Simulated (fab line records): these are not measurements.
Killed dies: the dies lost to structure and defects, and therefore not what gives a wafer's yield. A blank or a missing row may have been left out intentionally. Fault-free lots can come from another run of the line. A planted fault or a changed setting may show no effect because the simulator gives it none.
Matching of chambers || flow berkeley-cmos170 || 4 sister chambers for UCB170_V2_CMP_02 on cmp-02
The step polishes SiO2. 14 wafers are shown with their chamber, then 7 later ones without.

WAFERS WITH THEIR CHAMBER
{"wafer": "L128.1", "chamber": 0, "motor-current-A (A)": 16.3, "edge-zone-pressure-frac": 0.999}
{"wafer": "L128.5", "chamber": 1, "motor-current-A (A)": 18.5, "edge-zone-pressure-frac": 0.992}
{"wafer": "L128.6", "chamber": 2, "motor-current-A (A)": 13.8, "edge-zone-pressure-frac": 1.001}
{"wafer": "L132.2", "chamber": 0, "motor-current-A (A)": 16.6, "edge-zone-pressure-frac": 0.997}
{"wafer": "L132.4", "chamber": 3, "motor-current-A (A)": 18.6, "edge-zone-pressure-frac": 0.998}
{"wafer": "L132.6", "chamber": 0, "motor-current-A (A)": 16.4, "edge-zone-pressure-frac": 0.995}
{"wafer": "L133.2", "chamber": 1, "motor-current-A (A)": 18.9, "edge-zone-pressure-frac": 1.005}
{"wafer": "L133.3", "chamber": 0, "motor-current-A (A)": 16.9, "edge-zone-pressure-frac": 0.992}
{"wafer": "L133.5", "chamber": 1, "motor-current-A (A)": 16.9, "edge-zone-pressure-frac": 1.000}
{"wafer": "L139.4", "chamber": 3, "motor-current-A (A)": 18.0, "edge-zone-pressure-frac": 1.004}
{"wafer": "L139.5", "chamber": 0, "motor-current-A (A)": 17.2, "edge-zone-pressure-frac": 0.996}
{"wafer": "L139.6", "chamber": 3, "motor-current-A (A)": 18.5, "edge-zone-pressure-frac": 1.010}
{"wafer": "L144.4", "chamber": 0, "motor-current-A (A)": 16.3, "edge-zone-pressure-frac": 1.007}
{"wafer": "L144.5", "chamber": 1, "motor-current-A (A)": 18.8, "edge-zone-pressure-frac": 1.008}

SIGNATURES (means of the wafers above)
{"reading": "motor-current-A", "chamber 0": 16.617, "chamber 1": 18.275, "chamber 2": 13.800, "chamber 3": 18.367, "scatter within a chamber": 0.59}
{"reading": "edge-zone-pressure-frac", "chamber 0": 0.99767, "chamber 1": 1.00125, "chamber 2": 1.00100, "chamber 3": 1.00400, "scatter within a chamber": 0.00592}
Rule: distance of a wafer from a chamber = root of the sum over the readings of ((wafer's reading minus chamber's mean) / reading's scatter) squared. The wafer belongs to the nearest chamber; if the next one is less than 2 further off, it can't be placed. The scatter: take each reading less its chamber's mean, square it, sum over the shown wafers, divide by the number of wafers less the number of chambers, and take the root.

WAFERS MISSING THEIR CHAMBER
{"wafer": "L144.6", "motor-current-A (A)": 17.0, "edge-zone-pressure-frac": 0.997}
{"wafer": "L148.1", "motor-current-A (A)": 18.0, "edge-zone-pressure-frac": 1.013}
{"wafer": "L148.3", "motor-current-A (A)": 18.4, "edge-zone-pressure-frac": 1.004}
{"wafer": "L148.4", "motor-current-A (A)": 19.4, "edge-zone-pressure-frac": 0.997}
{"wafer": "L149.1", "motor-current-A (A)": 18.8, "edge-zone-pressure-frac": 1.003}
{"wafer": "L149.3", "motor-current-A (A)": 17.3, "edge-zone-pressure-frac": 1.012}
{"wafer": "L149.4", "motor-current-A (A)": 18.9, "edge-zone-pressure-frac": 0.996}

EACH ONE'S CHAMBER
{"wafer": "L144.6", "from the rows above": "can't be placed: 0 or 1 or 3", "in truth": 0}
{"wafer": "L148.1", "from the rows above": "can't be placed: 3 or 1 or 0", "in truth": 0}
{"wafer": "L148.3", "from the rows above": "can't be placed: 3 or 1", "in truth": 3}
{"wafer": "L148.4", "from the rows above": "can't be placed: 1 or 3", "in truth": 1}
{"wafer": "L149.1", "from the rows above": "can't be placed: 3 or 1", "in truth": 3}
{"wafer": "L149.3", "from the rows above": "can't be placed: 3 or 1 or 0", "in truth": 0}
{"wafer": "L149.4", "from the rows above": "can't be placed: 1 or 3", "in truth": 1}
Placed correctly: 0 of 7. Unplaceable from these rows: 7, with the true chamber sitting among the candidates in 7. Number placed wrongly: 0.
